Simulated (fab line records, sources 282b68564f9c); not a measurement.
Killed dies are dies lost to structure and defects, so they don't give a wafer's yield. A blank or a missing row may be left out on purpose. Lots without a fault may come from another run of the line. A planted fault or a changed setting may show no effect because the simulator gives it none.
fab line records | flow rit_cmos
record lots=6 wafers=18 last_day=7
route steps=202 shown PLDD@118 SPACER@125 NSD@131
lots that met no fault: from a run of the same line without faults
start_h: hours from the record's first day to the start of the lot's first wafer shown | wait_h: hours since the lot's step before | " the same as in the row above | L1.1+2: a row that stands for several wafers | - no value, or no start given | * or withheld: withheld | < > ~ a bound
route shown NAME@n: a module of which the file shows steps, and the number in the route of the first | usual: mean/standard deviation of fault-free wafers | same: alike in all rows | chamber/n: place in a boat | sites: the reading at each site | _std_site: their standard deviation | _edge_site: outer sites' mean less inner sites' | radius_mm: how far each site lies from the wafer's centre | mask NAME#n: copy n | behind: the tool/chamber that last shaped the wafer | hold: why the lot was held/for how many hours/how that ended | device: the transistor (n, p or np) that didn't switch | end of line: the same wafers' tests at the end of the route | a step without rows: its recipe alone | killed: dies lost to structure and defects at the first sort, not the wafer's yield | map: a wafer's dies, x killed, . not, _ none there
set.NAME: the setting as run; set.NAME@STEP: as run at that earlier step | model.NAME: the simulator's own value behind a step, which no gauge read
lots at some steps of the route; a table a step, a row a wafer
services: from which hour (start_h, from the record's first day; less than 0 if before it) a tool's chamber was out of use, for how many hours, and why
## steps
# step RIT_PLDD_PEB_04
# recipe resist=NOVOLAK temp_c=withheld time_s=withheld
# step RIT_PLDD_DEVELOP_05
# recipe resist=NOVOLAK develop_time_s=50 dev_temp_c=23
# step RIT_PLDD_OVL_MEAS_06
# usual PLDD_OVL=0.0/1.3
# columns lot.wafer tool chamber start_h wait_h PLDD_OVL[nm]
L712.2 overlay-02 - 53.04 - -2.5
L712.4 " - " " -2.5
L712.6 " - " " -1.3
L714.2 overlay-02 - 63.96 - 0.0
L714.5 " - " " 0.9
L714.6 " - " " 0.3
L722.1 overlay-01 - 103.10 - 1.9
L722.2 " - " " 0.4
L722.6 " - " " 0.2
L725.1 overlay-02 - 118.80 - 0.8
L725.2 " - " " 0.8
L725.5 " - " " 0.4
L729.3 overlay-01 - 138.49 - 1.6
L729.4 " - " " 1.8
L729.6 " - " " -1.4
L733.3 overlay-01 - 158.08 - -0.1
L733.5 " - " " 0.4
L733.6 " - " " 0.6
# step RIT_PLDD_HARDBAKE_07
# recipe resist=NOVOLAK temp_c=140 time_s=60
# step RIT_PLDD_IMPLANT_08
# recipe species=BF2 energy_kev=20 dose_cm2=9e+14 tilt_deg=7
# step RIT_PLDD_STRIP_09
# recipe chemistry=O2 time_s=180 resist=NOVOLAK platen_temp_c=withheld power_w=500 pressure_mtorr=4000 o2_flow_sccm=4000
# usual drypump_motor_current_A=5.4/0.3 o2_flow_sccm=4000/13
# columns lot.wafer tool chamber start_h wait_h drypump_motor_current_A o2_flow_sccm rf_hours_counter_h
L712.2 plasma_asher-03 0 53.37 0.1 5.4 3986 43
L712.4 " 0 " " 5.4 4007 -
L712.6 " 0 " " 5.4 3999 -
L714.2 plasma_asher-04 0 64.29 0.1 5.5 4004 26
L714.5 " 1 " " 5.2 3982 -
L714.6 " 0 " " 5.5 4002 -
L722.1 plasma_asher-04 0 103.44 0.1 5.5 4001 31
L722.2 " 1 " " 5.3 4022 31
L722.6 " 0 " " 5.5 4004 -
L725.1 plasma_asher-02 0 119.14 0.1 6.1 3997 47
L725.2 " 1 " " 5.5 3994 47
L725.5 " 1 " " 5.4 4000 -
L729.3 plasma_asher-03 1 138.87 0.1 5.0 3972 -
L729.4 " 0 " " 5.4 3995 -
L729.6 " 1 " " 5.1 3977 -
L733.3 plasma_asher-04 0 158.46 0.1 5.5 3996 -
L733.5 " 1 " " 5.2 3997 -
L733.6 " 0 " " 5.5 4000 -
# step RIT_PLDD_TW_MEAS_10
# usual PLDD_TW=2343/18
# columns lot.wafer tool chamber start_h wait_h PLDD_TW
L712.2 film_metro-04 - 53.55 0.1 2342
L712.4 " - " " 2365
L712.6 " - " " 2351
L714.2 film_metro-03 - 64.47 0.1 2336
L714.5 " - " " 2320
L714.6 " - " " 2330
L722.1 film_metro-03 - 103.61 0.1 2333
L722.2 " - " " 2320
L722.6 " - " " 2321
L725.1 film_metro-03 - 119.31 0.1 2322
L725.2 " - " " 2321
L725.5 " - " " 2342
L729.3 film_metro-03 - 139.01 0.1 2344
L729.4 " - " " 2327
L729.6 " - " " 2334
L733.3 film_metro-01 - 158.60 0.1 2358
L733.5 " - " " 2348
L733.6 " - " " 2351
# step RIT_SPACER_CLEAN_00
# recipe chemistry=SC1 mix=3:3:50 time_s=600 temp_c=75
# step RIT_SPACER_CLEAN_01
# recipe chemistry=dHF dilution=50:1 time_s=30
# step RIT_SPACER_CLEAN_02
# recipe chemistry=SC2 mix=3:3:50 time_s=600 temp_c=75 dry=n2_spin
# step RIT_SPACER_CVD_03
# recipe material=Si3N4 target_thk_nm=250 temp_c=810 precursor=SiH2Cl2/NH3 time_s=3300 pressure_mtorr=300 sih2cl2_flow_sccm=60 nh3_flow_sccm=150
# step RIT_SPACER_THK_MEAS_04
# recipe reads=Si3N4_of_SPACER_CVD_03
# usual SPACER_NITRIDE_THK=251.0/2.1
# columns lot.wafer tool chamber start_h wait_h SPACER_NITRIDE_THK[nm]
L712.2 film_metro-02 - 55.93 0.0 249.3
L712.4 " - " " 246.6
L712.6 " - " " 247.1
L714.2 film_metro-01 - 66.87 0.0 251.9
L714.5 " - " " 251.5
L714.6 " - " " 252.3
L722.1 film_metro-02 - 105.96 0.0 254.7
L722.2 " - " " 256.1
L722.6 " - " " 257.6
L725.1 film_metro-01 - 121.65 0.0 249.4
L725.2 " - " " 250.3
L725.5 " - " " 251.5
L729.3 film_metro-04 - 141.35 0.0 250.7
L729.4 " - " " 250.9
L729.6 " - " " 250.2
L733.3 film_metro-02 - 160.95 0.0 252.9
L733.5 " - " " 252.5
L733.6 " - " " 253.3
# step RIT_SPACER_ETCHBACK_05
# recipe target_depth_a=2500 SF6_flow_sccm=30 CHF3_flow_sccm=30 target=Si3N4 chemistry=SF6/CHF3 pressure_mtorr=40 rf_w=250 time_s=240 stop_on=SiO2
# usual drypump_motor_current_A=5.9/0.54 oes_product_au=0.850/0.011 throttle_valve_pct=10.27/0.14
# columns lot.wafer tool chamber start_h wait_h drypump_motor_current_A oes_product_au rf_hours_counter_h throttle_valve_pct model.poly-Si_of_GATE_CVD_08.thk_nm model.Si3N4_of_SPACER_CVD_03.thk_nm
L712.2 rie_diel-02 1 55.98 0.0 5.7 0.849 3 10.19 165.8 195.5
L712.4 " 2 " " 6.1 0.861 91 10.46 166.2 193.9
L712.6 " 0 " " 6.5 0.850 - 10.02 164.7 193.2
L714.2 rie_diel-04 0 66.92 0.0 6.4 0.856 135 10.05 169.8 196.4
L714.5 " 1 " " 5.5 0.849 - 10.28 170.1 197
L714.6 " 2 " " 5.7 0.835 - 10.18 171.7 199
L722.1 rie_diel-04 1 106.02 0.1 5.5 0.860 155 10.27 163.7 198.6
L722.2 " 2 " " 5.6 0.836 131 10.18 179.8 211.2
L722.6 " 0 " " 6.4 0.870 - 10.05 163.3 200.3
L725.1 rie_diel-04 0 121.71 0.1 6.4 0.858 136 10.03 165 193.9
L725.2 " 2 " " 5.7 0.821 132 10.19 177.3 206.5
L725.5 " 3 " " 5.4 0.863 - 10.21 164.9 196.5
L729.3 rie_diel-02 2 141.39 0.0 6.1 0.865 93 10.45 169.4 197.7
L729.4 " 1 " " 5.7 0.855 4 10.20 171.2 197.4
L729.6 " 2 " " 6.0 0.860 - 10.43 172.6 197.4
L733.3 rie_diel-02 2 160.99 0.0 6.0 0.867 93 10.45 169.7 199
L733.5 " 2 " " 6.0 0.868 - 10.45 167.4 198.4
L733.6 " 1 " " 5.6 0.853 - 10.17 167.9 198.5
# step RIT_NSD_HMDS_00
# recipe prime_time_s=60 prime_temp_c=140
## services
# columns tool chamber start_h hours kind
plasma_asher-04 - 30.02 10.5 repair
rie_diel-04 - 38.62 1.4 repair
rie_diel-04 2 75.73 3.9 repair
rie_diel-04 - 85.46 1.3 repair
rie_diel-04 3 100.90 8.7 repair
rie_diel-04 1 121.16 - clean
rie_diel-04 1 121.16 15.9 scheduled_down
rie_diel-04 1 121.16 15.9 vent_cycle
rie_diel-04 - 131.15 0.5 repair
rie_diel-02 - 159.72 0.4 repair
## key
first_sign none at tools or gauges
model_effect step=RIT_SPACER_ETCHBACK_05 value=poly-Si_of_GATE_CVD_08.thk_nm without=166.8 struck=178.5
met_at RIT_SPACER_ETCHBACK_05
struck_wafers L722.2,L725.2
later_rows_left_out L722.2
sort_left_out L722.2,L725.2
tester_left_out L722,L725
onset_between 66.92 106.02
fault kind=process_parameter_drift tool=rie_diel-04 chamber=2 onset_h=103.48 steps=RIT_SPACER_ETCHBACK_05 channel=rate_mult offset=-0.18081 shape=step end_h=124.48
# tester_left_out: of these lots the tester's yield and bins aren't shown, on N5 and GAA mostly nor the transistor test; their killed dies are dies lost to structure and defects alone, not to doping, threshold or leakage, so they don't give the yield
# sort_left_out: the simulated sort isn't trusted on such a fault, so these wafers' sort isn't shown, and their yield isn't known
# later_rows_left_out: the simulator's readings of these wafers behind a module that went badly wrong aren't trusted and aren't shown, but for the sort
